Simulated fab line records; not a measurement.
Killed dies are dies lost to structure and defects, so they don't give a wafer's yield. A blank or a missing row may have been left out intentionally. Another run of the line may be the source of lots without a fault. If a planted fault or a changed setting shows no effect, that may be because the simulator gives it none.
fab line records || flow ritCmos
[record] {"lots": 14, "wafers": 42, "lastDay": 8}
route steps=202 shown ACTIVE@2 M1@202
lots that met no fault: taken from a fault-free run of the same line
startH: start of the lot's first displayed wafer, in hours after the record's first day || waitH: hours from the lot's prior step to this one || " as in the row above || L1.1+2: one row covering several wafers at once || - no value present, or no start provided || * or withheld: withheld || < > ~ a bound
route shown NAME@n: NAME is a module with steps in the file, n the number in the route of the first one || usual: mean/standard deviation of fault-free wafers || same: alike in all rows || chamber/n: place in a boat || sites: each site's reading || _std_site: their standard deviation || _edge_site: outer sites' mean less inner sites' || radiusMm: for every site, how far away it sits from the centre of the wafer || mask NAME#n: copy n || behind: tool/chamber where the wafer was last shaped || hold: what put the lot on hold/how long, in hours/how the hold closed || device: names the non-switching transistor (n, p or np) || end of line: the tests these same wafers got at the end of their route || where a step has no rows: the recipe by itself || killed: the dies lost at the first sort to structure and to defects; this is not the yield of the wafer || map: shows each die of a wafer: x if killed, . if not, _ if none is there
set.NAME: the setting the step ran with; set.NAME@STEP: the setting that earlier step ran with || model.NAME: the simulator's own value behind a step, which no gauge read
a sample of lots followed through the steps of the route, with each step as a table and each wafer as a row
services: from which hour (startH, from the record's first day; less than 0 if before it) a tool's chamber was out of use, for how many hours, and why
[[steps]]
[step RIT_ACTIVE_OXIDATION_01]
[recipe] {"tempC": 1000, "ambient": "O2", "targetThkA": 468, "oxTimeS": 3360}
[usual] {"spikeTcCentreC": "1001.9/1", "zonePowerSourcePct": "35.7/0.68"}
[same] {"oxTimeS": 3360}
{"lot.wafer": "L793.3", "tool": "furnace-01", "chamber": 0, "startH": 11.09, "waitH": 1.0, "spikeTcCentreC": 1003.1, "zonePowerSourcePct": 35.5}
{"lot.wafer": "L793.5", "tool": "furnace-01", "chamber": 0, "startH": 11.09, "waitH": 1.0, "spikeTcCentreC": 1002.9, "zonePowerSourcePct": 35.5}
{"lot.wafer": "L793.6", "tool": "furnace-01", "chamber": 0, "startH": 11.09, "waitH": 1.0, "spikeTcCentreC": 1002.0, "zonePowerSourcePct": 35.0}
{"lot.wafer": "L795.1", "tool": "furnace-04", "chamber": 0, "startH": 21.56, "waitH": 1.5, "spikeTcCentreC": 999.9, "zonePowerSourcePct": 35.5}
{"lot.wafer": "L795.4", "tool": "furnace-04", "chamber": 0, "startH": 21.56, "waitH": 1.5, "spikeTcCentreC": 1002.4, "zonePowerSourcePct": 35.6}
{"lot.wafer": "L795.5", "tool": "furnace-04", "chamber": 0, "startH": 21.56, "waitH": 1.5, "spikeTcCentreC": 1001.2, "zonePowerSourcePct": 35.1}
{"lot.wafer": "L796.2", "tool": "furnace-04", "chamber": 0, "startH": 26.37, "waitH": 1.3, "spikeTcCentreC": 1002.5, "zonePowerSourcePct": 35.7}
{"lot.wafer": "L796.3", "tool": "furnace-04", "chamber": 0, "startH": 26.37, "waitH": 1.3, "spikeTcCentreC": 1002.5, "zonePowerSourcePct": 36.3}
{"lot.wafer": "L796.5", "tool": "furnace-04", "chamber": 0, "startH": 26.37, "waitH": 1.3, "spikeTcCentreC": 1002.5, "zonePowerSourcePct": 36.5}
{"lot.wafer": "L797.1", "tool": "furnace-04", "chamber": 0, "startH": 32.26, "waitH": 2.2, "spikeTcCentreC": 1001.1, "zonePowerSourcePct": 35.8}
{"lot.wafer": "L797.4", "tool": "furnace-04", "chamber": 0, "startH": 32.26, "waitH": 2.2, "spikeTcCentreC": 1001.3, "zonePowerSourcePct": 35.8}
{"lot.wafer": "L797.6", "tool": "furnace-04", "chamber": 0, "startH": 32.26, "waitH": 2.2, "spikeTcCentreC": 999.8, "zonePowerSourcePct": 35.7}
{"lot.wafer": "L798.1", "tool": "furnace-03", "chamber": 0, "startH": 35.83, "waitH": 0.8, "spikeTcCentreC": 1001.3, "zonePowerSourcePct": 36.7}
{"lot.wafer": "L798.3", "tool": "furnace-03", "chamber": 0, "startH": 35.83, "waitH": 0.8, "spikeTcCentreC": 1001.0, "zonePowerSourcePct": 35.6}
{"lot.wafer": "L798.5", "tool": "furnace-03", "chamber": 0, "startH": 35.83, "waitH": 0.8, "spikeTcCentreC": 1001.8, "zonePowerSourcePct": 36.5}
{"lot.wafer": "L799.1", "tool": "furnace-03", "chamber": 0, "startH": 41.47, "waitH": 1.4, "spikeTcCentreC": 1001.8, "zonePowerSourcePct": 36.4}
{"lot.wafer": "L799.2", "tool": "furnace-03", "chamber": 0, "startH": 41.47, "waitH": 1.4, "spikeTcCentreC": 999.6, "zonePowerSourcePct": 36.1}
{"lot.wafer": "L799.4", "tool": "furnace-03", "chamber": 0, "startH": 41.47, "waitH": 1.4, "spikeTcCentreC": 1003.4, "zonePowerSourcePct": 36.4}
{"lot.wafer": "L800.1", "tool": "furnace-01", "chamber": 0, "startH": 47.04, "waitH": 2.0, "spikeTcCentreC": 1001.1, "zonePowerSourcePct": 35.1}
{"lot.wafer": "L800.3", "tool": "furnace-01", "chamber": 0, "startH": 47.04, "waitH": 2.0, "spikeTcCentreC": 1004.1, "zonePowerSourcePct": 35.2}
{"lot.wafer": "L800.6", "tool": "furnace-01", "chamber": 0, "startH": 47.04, "waitH": 2.0, "spikeTcCentreC": 1002.9, "zonePowerSourcePct": 35.4}
{"lot.wafer": "L802.2", "tool": "furnace-04", "chamber": 0, "startH": 57.26, "waitH": 2.2, "spikeTcCentreC": 1000.6, "zonePowerSourcePct": 36.6}
{"lot.wafer": "L802.4", "tool": "furnace-04", "chamber": 0, "startH": 57.26, "waitH": 2.2, "spikeTcCentreC": 1001.3, "zonePowerSourcePct": 35.8}
{"lot.wafer": "L802.6", "tool": "furnace-04", "chamber": 0, "startH": 57.26, "waitH": 2.2, "spikeTcCentreC": 1001.2, "zonePowerSourcePct": 35.0}
{"lot.wafer": "L803.3", "tool": "furnace-03", "chamber": 0, "startH": 60.12, "waitH": 0.1, "spikeTcCentreC": 1002.3, "zonePowerSourcePct": 36.4}
{"lot.wafer": "L803.4", "tool": "furnace-03", "chamber": 0, "startH": 60.12, "waitH": 0.1, "spikeTcCentreC": 999.3, "zonePowerSourcePct": 36.5}
{"lot.wafer": "L803.5", "tool": "furnace-03", "chamber": 0, "startH": 60.12, "waitH": 0.1, "spikeTcCentreC": 1001.3, "zonePowerSourcePct": 36.1}
{"lot.wafer": "L804.1", "tool": "furnace-03", "chamber": 0, "startH": 67.32, "waitH": 2.3, "spikeTcCentreC": 983.6, "zonePowerSourcePct": 38.0}
{"lot.wafer": "L804.3", "tool": "furnace-03", "chamber": 0, "startH": 67.32, "waitH": 2.3, "spikeTcCentreC": 980.7, "zonePowerSourcePct": 38.3}
{"lot.wafer": "L804.6", "tool": "furnace-03", "chamber": 0, "startH": 67.32, "waitH": 2.3, "spikeTcCentreC": 983.8, "zonePowerSourcePct": 38.8}
{"lot.wafer": "L805.1", "tool": "furnace-03", "chamber": 0, "startH": 70.33, "waitH": 0.3, "spikeTcCentreC": 983.5, "zonePowerSourcePct": 37.5}
{"lot.wafer": "L805.3", "tool": "furnace-03", "chamber": 0, "startH": 70.33, "waitH": 0.3, "spikeTcCentreC": 981.7, "zonePowerSourcePct": 38.4}
{"lot.wafer": "L805.4", "tool": "furnace-03", "chamber": 0, "startH": 70.33, "waitH": 0.3, "spikeTcCentreC": 982.7, "zonePowerSourcePct": 37.6}
{"lot.wafer": "L810.1", "tool": "furnace-01", "chamber": 0, "startH": 96.70, "waitH": 1.7, "spikeTcCentreC": 1002.0, "zonePowerSourcePct": 35.0}
{"lot.wafer": "L810.4", "tool": "furnace-01", "chamber": 0, "startH": 96.70, "waitH": 1.7, "spikeTcCentreC": 1001.6, "zonePowerSourcePct": 34.4}
{"lot.wafer": "L810.6", "tool": "furnace-01", "chamber": 0, "startH": 96.70, "waitH": 1.7, "spikeTcCentreC": 1002.4, "zonePowerSourcePct": 34.4}
{"lot.wafer": "L814.2", "tool": "furnace-01", "chamber": 0, "startH": 118.49, "waitH": 3.4, "spikeTcCentreC": 1001.9, "zonePowerSourcePct": 34.9}
{"lot.wafer": "L814.5", "tool": "furnace-01", "chamber": 0, "startH": 118.49, "waitH": 3.4, "spikeTcCentreC": 1003.6, "zonePowerSourcePct": 34.3}
{"lot.wafer": "L814.6", "tool": "furnace-01", "chamber": 0, "startH": 118.49, "waitH": 3.4, "spikeTcCentreC": 1001.6, "zonePowerSourcePct": 34.9}
{"lot.wafer": "L816.1", "tool": "furnace-01", "chamber": 0, "startH": 125.50, "waitH": 0.5, "spikeTcCentreC": 1001.6, "zonePowerSourcePct": 35.3}
{"lot.wafer": "L816.2", "tool": "furnace-01", "chamber": 0, "startH": 125.50, "waitH": 0.5, "spikeTcCentreC": 1001.5, "zonePowerSourcePct": 35.1}
{"lot.wafer": "L816.3", "tool": "furnace-01", "chamber": 0, "startH": 125.50, "waitH": 0.5, "spikeTcCentreC": 1003.1, "zonePowerSourcePct": 34.6}
[step RIT_ACTIVE_THK_MEAS_02]
[recipe] {"reads": "SiO2_of_ACTIVE_OXIDATION_01"}
[usual] {"ACTIVE_OXIDE_THK": "46.7/0.76"}
{"lot.wafer": "L793.3", "tool": "filmMetro-02", "chamber": "-", "startH": 13.05, "waitH": 0.0, "ACTIVE_OXIDE_THK[nm]": 47.1}
{"lot.wafer": "L793.5", "tool": "filmMetro-02", "chamber": "-", "startH": 13.05, "waitH": 0.0, "ACTIVE_OXIDE_THK[nm]": 47.2}
{"lot.wafer": "L793.6", "tool": "filmMetro-02", "chamber": "-", "startH": 13.05, "waitH": 0.0, "ACTIVE_OXIDE_THK[nm]": 47.6}
{"lot.wafer": "L795.1", "tool": "filmMetro-02", "chamber": "-", "startH": 23.50, "waitH": 0.0, "ACTIVE_OXIDE_THK[nm]": 47.3}
{"lot.wafer": "L795.4", "tool": "filmMetro-02", "chamber": "-", "startH": 23.50, "waitH": 0.0, "ACTIVE_OXIDE_THK[nm]": 47.4}
{"lot.wafer": "L795.5", "tool": "filmMetro-02", "chamber": "-", "startH": 23.50, "waitH": 0.0, "ACTIVE_OXIDE_THK[nm]": 47.2}
{"lot.wafer": "L796.2", "tool": "filmMetro-01", "chamber": "-", "startH": 28.32, "waitH": 0.0, "ACTIVE_OXIDE_THK[nm]": 47.8}
{"lot.wafer": "L796.3", "tool": "filmMetro-01", "chamber": "-", "startH": 28.32, "waitH": 0.0, "ACTIVE_OXIDE_THK[nm]": 47.5}
{"lot.wafer": "L796.5", "tool": "filmMetro-01", "chamber": "-", "startH": 28.32, "waitH": 0.0, "ACTIVE_OXIDE_THK[nm]": 47.3}
{"lot.wafer": "L797.1", "tool": "filmMetro-01", "chamber": "-", "startH": 34.19, "waitH": 0.0, "ACTIVE_OXIDE_THK[nm]": 47.7}
{"lot.wafer": "L797.4", "tool": "filmMetro-01", "chamber": "-", "startH": 34.19, "waitH": 0.0, "ACTIVE_OXIDE_THK[nm]": 46.8}
{"lot.wafer": "L797.6", "tool": "filmMetro-01", "chamber": "-", "startH": 34.19, "waitH": 0.0, "ACTIVE_OXIDE_THK[nm]": 46.7}
{"lot.wafer": "L798.1", "tool": "filmMetro-02", "chamber": "-", "startH": 37.77, "waitH": 0.0, "ACTIVE_OXIDE_THK[nm]": 47.4}
{"lot.wafer": "L798.3", "tool": "filmMetro-02", "chamber": "-", "startH": 37.77, "waitH": 0.0, "ACTIVE_OXIDE_THK[nm]": 46.6}
{"lot.wafer": "L798.5", "tool": "filmMetro-02", "chamber": "-", "startH": 37.77, "waitH": 0.0, "ACTIVE_OXIDE_THK[nm]": 47.7}
{"lot.wafer": "L799.1", "tool": "filmMetro-02", "chamber": "-", "startH": 43.40, "waitH": 0.0, "ACTIVE_OXIDE_THK[nm]": 46.7}
{"lot.wafer": "L799.2", "tool": "filmMetro-02", "chamber": "-", "startH": 43.40, "waitH": 0.0, "ACTIVE_OXIDE_THK[nm]": 46.5}
{"lot.wafer": "L799.4", "tool": "filmMetro-02", "chamber": "-", "startH": 43.40, "waitH": 0.0, "ACTIVE_OXIDE_THK[nm]": 45.8}
{"lot.wafer": "L800.1", "tool": "filmMetro-04", "chamber": "-", "startH": 48.97, "waitH": 0.0, "ACTIVE_OXIDE_THK[nm]": 47.0}
{"lot.wafer": "L800.3", "tool": "filmMetro-04", "chamber": "-", "startH": 48.97, "waitH": 0.0, "ACTIVE_OXIDE_THK[nm]": 46.7}
{"lot.wafer": "L800.6", "tool": "filmMetro-04", "chamber": "-", "startH": 48.97, "waitH": 0.0, "ACTIVE_OXIDE_THK[nm]": 46.4}
{"lot.wafer": "L802.2", "tool": "filmMetro-01", "chamber": "-", "startH": 59.20, "waitH": 0.0, "ACTIVE_OXIDE_THK[nm]": 47.4}
{"lot.wafer": "L802.4", "tool": "filmMetro-01", "chamber": "-", "startH": 59.20, "waitH": 0.0, "ACTIVE_OXIDE_THK[nm]": 48.3}
{"lot.wafer": "L802.6", "tool": "filmMetro-01", "chamber": "-", "startH": 59.20, "waitH": 0.0, "ACTIVE_OXIDE_THK[nm]": 48.1}
{"lot.wafer": "L803.3", "tool": "filmMetro-01", "chamber": "-", "startH": 62.07, "waitH": 0.0, "ACTIVE_OXIDE_THK[nm]": 46.1}
{"lot.wafer": "L803.4", "tool": "filmMetro-01", "chamber": "-", "startH": 62.07, "waitH": 0.0, "ACTIVE_OXIDE_THK[nm]": 46.1}
{"lot.wafer": "L803.5", "tool": "filmMetro-01", "chamber": "-", "startH": 62.07, "waitH": 0.0, "ACTIVE_OXIDE_THK[nm]": 46.3}
{"lot.wafer": "L804.1", "tool": "filmMetro-02", "chamber": "-", "startH": 69.25, "waitH": 0.0, "ACTIVE_OXIDE_THK[nm]": 41.4}
{"lot.wafer": "L804.3", "tool": "filmMetro-02", "chamber": "-", "startH": 69.25, "waitH": 0.0, "ACTIVE_OXIDE_THK[nm]": 41.6}
{"lot.wafer": "L804.6", "tool": "filmMetro-02", "chamber": "-", "startH": 69.25, "waitH": 0.0, "ACTIVE_OXIDE_THK[nm]": 42.0}
{"lot.wafer": "L805.1", "tool": "filmMetro-04", "chamber": "-", "startH": 72.26, "waitH": 0.0, "ACTIVE_OXIDE_THK[nm]": 42.2}
{"lot.wafer": "L805.3", "tool": "filmMetro-04", "chamber": "-", "startH": 72.26, "waitH": 0.0, "ACTIVE_OXIDE_THK[nm]": 41.1}
{"lot.wafer": "L805.4", "tool": "filmMetro-04", "chamber": "-", "startH": 72.26, "waitH": 0.0, "ACTIVE_OXIDE_THK[nm]": 40.6}
{"lot.wafer": "L810.1", "tool": "filmMetro-02", "chamber": "-", "startH": 98.63, "waitH": 0.0, "ACTIVE_OXIDE_THK[nm]": 46.1}
{"lot.wafer": "L810.4", "tool": "filmMetro-02", "chamber": "-", "startH": 98.63, "waitH": 0.0, "ACTIVE_OXIDE_THK[nm]": 45.9}
{"lot.wafer": "L810.6", "tool": "filmMetro-02", "chamber": "-", "startH": 98.63, "waitH": 0.0, "ACTIVE_OXIDE_THK[nm]": 45.7}
{"lot.wafer": "L814.2", "tool": "filmMetro-01", "chamber": "-", "startH": 120.43, "waitH": 0.0, "ACTIVE_OXIDE_THK[nm]": 47.0}
{"lot.wafer": "L814.5", "tool": "filmMetro-01", "chamber": "-", "startH": 120.43, "waitH": 0.0, "ACTIVE_OXIDE_THK[nm]": 45.9}
{"lot.wafer": "L814.6", "tool": "filmMetro-01", "chamber": "-", "startH": 120.43, "waitH": 0.0, "ACTIVE_OXIDE_THK[nm]": 46.6}
{"lot.wafer": "L816.1", "tool": "filmMetro-01", "chamber": "-", "startH": 127.44, "waitH": 0.0, "ACTIVE_OXIDE_THK[nm]": 46.7}
{"lot.wafer": "L816.2", "tool": "filmMetro-01", "chamber": "-", "startH": 127.44, "waitH": 0.0, "ACTIVE_OXIDE_THK[nm]": 47.1}
{"lot.wafer": "L816.3", "tool": "filmMetro-01", "chamber": "-", "startH": 127.44, "waitH": 0.0, "ACTIVE_OXIDE_THK[nm]": 46.1}
[step RIT_M1_PROBE_99]
[usual] {"killed_at_M0_to_M3": "0.0/0.14", "killedAtContacts": "0.1/0.27", "killedAtFrontEnd": "6.5/2.8", "killedDies": "6.6/2.8", "killedOpen": "3.5/2", "killedShort": "3.2/1.8"}
[same] {"grossDies": 264, "killed_at_M4_up": 0, "killedAtBackSide": 0, "killedAtOther": 0}
{"lot.wafer": "L802.4", "tool": "prober-01", "chamber": "-", "startH": 113.61, "waitH": 0.2, "killed_at_M0_to_M3": 1, "killedAtContacts": 0, "killedAtFrontEnd": 6, "killedDies": 7, "killedOpen": 3, "killedShort": 4}
{"lot.wafer": "L803.3", "tool": "prober-02", "chamber": "-", "startH": 115.06, "waitH": 0.2, "killed_at_M0_to_M3": 0, "killedAtContacts": 1, "killedAtFrontEnd": 10, "killedDies": 11, "killedOpen": 7, "killedShort": 4}
{"lot.wafer": "L803.4", "tool": "prober-02", "chamber": "-", "startH": 115.11, "waitH": 0.2, "killed_at_M0_to_M3": 0, "killedAtContacts": 0, "killedAtFrontEnd": 5, "killedDies": 5, "killedOpen": 2, "killedShort": 3}
{"lot.wafer": "L803.5", "tool": "prober-02", "chamber": "-", "startH": 115.16, "waitH": 0.2, "killed_at_M0_to_M3": 0, "killedAtContacts": 0, "killedAtFrontEnd": 7, "killedDies": 7, "killedOpen": 3, "killedShort": 4}
{"lot.wafer": "L804.1", "tool": "prober-01", "chamber": "-", "startH": 121.10, "waitH": 0.1, "killed_at_M0_to_M3": 0, "killedAtContacts": 0, "killedAtFrontEnd": 6, "killedDies": 6, "killedOpen": 5, "killedShort": 1}
{"lot.wafer": "L804.3", "tool": "prober-01", "chamber": "-", "startH": 121.20, "waitH": 0.2, "killed_at_M0_to_M3": 0, "killedAtContacts": 0, "killedAtFrontEnd": 5, "killedDies": 5, "killedOpen": 0, "killedShort": 5}
{"lot.wafer": "L804.6", "tool": "prober-01", "chamber": "-", "startH": 121.35, "waitH": 0.2, "killed_at_M0_to_M3": 0, "killedAtContacts": 0, "killedAtFrontEnd": 4, "killedDies": 4, "killedOpen": 1, "killedShort": 3}
{"lot.wafer": "L810.1", "tool": "prober-02", "chamber": "-", "startH": 152.33, "waitH": 0.1, "killed_at_M0_to_M3": 0, "killedAtContacts": 0, "killedAtFrontEnd": 3, "killedDies": 3, "killedOpen": 0, "killedShort": 3}
{"lot.wafer": "L810.4", "tool": "prober-02", "chamber": "-", "startH": 152.48, "waitH": 0.2, "killed_at_M0_to_M3": 0, "killedAtContacts": 0, "killedAtFrontEnd": 7, "killedDies": 7, "killedOpen": 5, "killedShort": 2}
{"lot.wafer": "L810.6", "tool": "prober-02", "chamber": "-", "startH": 152.58, "waitH": 0.2, "killed_at_M0_to_M3": 0, "killedAtContacts": 0, "killedAtFrontEnd": 8, "killedDies": 8, "killedOpen": 3, "killedShort": 5}
{"lot.wafer": "L814.2", "tool": "prober-02", "chamber": "-", "startH": 169.99, "waitH": 0.1, "killed_at_M0_to_M3": 0, "killedAtContacts": 0, "killedAtFrontEnd": 4, "killedDies": 4, "killedOpen": 2, "killedShort": 2}
{"lot.wafer": "L814.5", "tool": "prober-02", "chamber": "-", "startH": 170.14, "waitH": 0.2, "killed_at_M0_to_M3": 0, "killedAtContacts": 0, "killedAtFrontEnd": 6, "killedDies": 6, "killedOpen": 2, "killedShort": 4}
{"lot.wafer": "L814.6", "tool": "prober-02", "chamber": "-", "startH": 170.19, "waitH": 0.2, "killed_at_M0_to_M3": 0, "killedAtContacts": 1, "killedAtFrontEnd": 3, "killedDies": 4, "killedOpen": 2, "killedShort": 2}
{"lot.wafer": "L816.1", "tool": "prober-02", "chamber": "-", "startH": 181.39, "waitH": 0.1, "killed_at_M0_to_M3": 0, "killedAtContacts": 0, "killedAtFrontEnd": 2, "killedDies": 2, "killedOpen": 2, "killedShort": 0}
{"lot.wafer": "L816.2", "tool": "prober-02", "chamber": "-", "startH": 181.44, "waitH": 0.1, "killed_at_M0_to_M3": 0, "killedAtContacts": 0, "killedAtFrontEnd": 5, "killedDies": 5, "killedOpen": 2, "killedShort": 3}
{"lot.wafer": "L816.3", "tool": "prober-02", "chamber": "-", "startH": 181.49, "waitH": 0.2, "killed_at_M0_to_M3": 0, "killedAtContacts": 0, "killedAtFrontEnd": 2, "killedDies": 2, "killedOpen": 1, "killedShort": 1}
// killed by level:class
L802.4 FOX1:geometricParticle:short=2 GATE:geometricParticle:open=2 GATE:geometricParticle:short=1 REOX:geometricParticle:open=1 M1:geometricParticle:short=1
L803.3 FOX1:geometricParticle:open=2 FOX2:geometricParticle:short=2 GATE:geometricParticle:open=2 REOX:geometricParticle:short=2 REOX:geometricParticle:open=1 SPACER:geometricParticle:open=1 CONTACT:geometricParticle:open=1
L803.4 GATE:geometricParticle:short=3 FOX1:geometricParticle:open=1 REOX:geometricParticle:open=1
L803.5 GATE:geometricParticle:short=2 FOX1:geometricParticle:short=1 FOX2:geometricParticle:open=1 GATE:geometricParticle:open=1 REOX:geometricParticle:open=1 SILICIDE:geometricParticle:short=1
L804.1 SILICIDE:geometricParticle:open=2 FOX1:geometricParticle:open=1 FOX2:geometricParticle:short=1 GATE:geometricParticle:open=1 REOX:geometricParticle:open=1
L804.3 GATE:geometricParticle:short=3 SPACER:geometricParticle:short=2
L804.6 GATE:geometricParticle:open=1 REOX:geometricParticle:short=1 SPACER:geometricParticle:short=1 SILICIDE:geometricParticle:short=1
L810.1 GATE:geometricParticle:short=2 SPACER:geometricParticle:short=1
L810.4 FOX1:geometricParticle:open=2 GATE:geometricParticle:open=2 FOX1:geometricParticle:short=1 GATE:geometricParticle:short=1 REOX:geometricParticle:open=1
L810.6 GATE:geometricParticle:open=3 GATE:geometricParticle:short=2 REOX:geometricParticle:short=2 FOX2:geometricParticle:short=1
L814.2 FOX1:geometricParticle:short=1 FOX2:geometricParticle:open=1 SPACER:geometricParticle:open=1 SPACER:geometricParticle:short=1
L814.5 FOX1:geometricParticle:short=2 FOX2:geometricParticle:open=1 GATE:geometricParticle:short=1 SILICIDE:geometricParticle:short=1 SILICIDE:geometricParticle:open=1
L814.6 FOX2:geometricParticle:open=2 SPACER:geometricParticle:short=1 CONTACT:geometricParticle:short=1
L816.1 FOX2:geometricParticle:open=1 REOX:geometricParticle:open=1
L816.2 FOX1:geometricParticle:short=1 GATE:geometricParticle:short=1 SPACER:geometricParticle:short=1 SPACER:geometricParticle:open=1 SILICIDE:geometricParticle:open=1
L816.3 GATE:geometricParticle:open=1 SPACER:geometricParticle:short=1
[[services]]
{"tool": "furnace-04", "chamber": "-", "startH": -12.27, "hours": 1.5, "kind": "pm"}
{"tool": "furnace-03", "chamber": "-", "startH": 1.71, "hours": 3.1, "kind": "pm"}
{"tool": "furnace-01", "chamber": "-", "startH": 14.34, "hours": 4.0, "kind": "pm"}
{"tool": "furnace-01", "chamber": "-", "startH": 25.38, "hours": 3.6, "kind": "pm"}
{"tool": "furnace-01", "chamber": "-", "startH": 105.04, "hours": 13.4, "kind": "pm"}
[[key]]
[firstSign] {"step": "RIT_ACTIVE_OXIDATION_01", "reading": "spikeTcCentreC", "direction": "down", "sigmas": 19, "usual": 1001.9, "struck": 982.7}
[effect] {"step": "RIT_ACTIVE_OXIDATION_01", "reading": "zonePowerSourcePct", "direction": "up", "sigmas": 3.5, "usual": 35.7, "struck": 38.1}
[effect] {"step": "RIT_ACTIVE_THK_MEAS_02", "reading": "ACTIVE_OXIDE_THK", "direction": "down", "sigmas": 6.9, "usual": 46.7, "struck": 41.5}
metAt RIT_ACTIVE_OXIDATION_01
struckLots L804,L805
testerLeftOut L804,L805
[fault] {"kind": "processParameterDrift", "tool": "furnace-03", "chamber": "-", "onsetH": 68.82, "steps": "RIT_ACTIVE_OXIDATION_01", "channel": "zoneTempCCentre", "offset": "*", "shape": "step", "endH": 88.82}
// testerLeftOut: of these lots the tester's yield and bins aren't shown, on N5 and GAA mostly nor the transistor test; their killed dies are dies lost to structure and defects alone, not to doping, threshold or leakage, so they don't give the yield
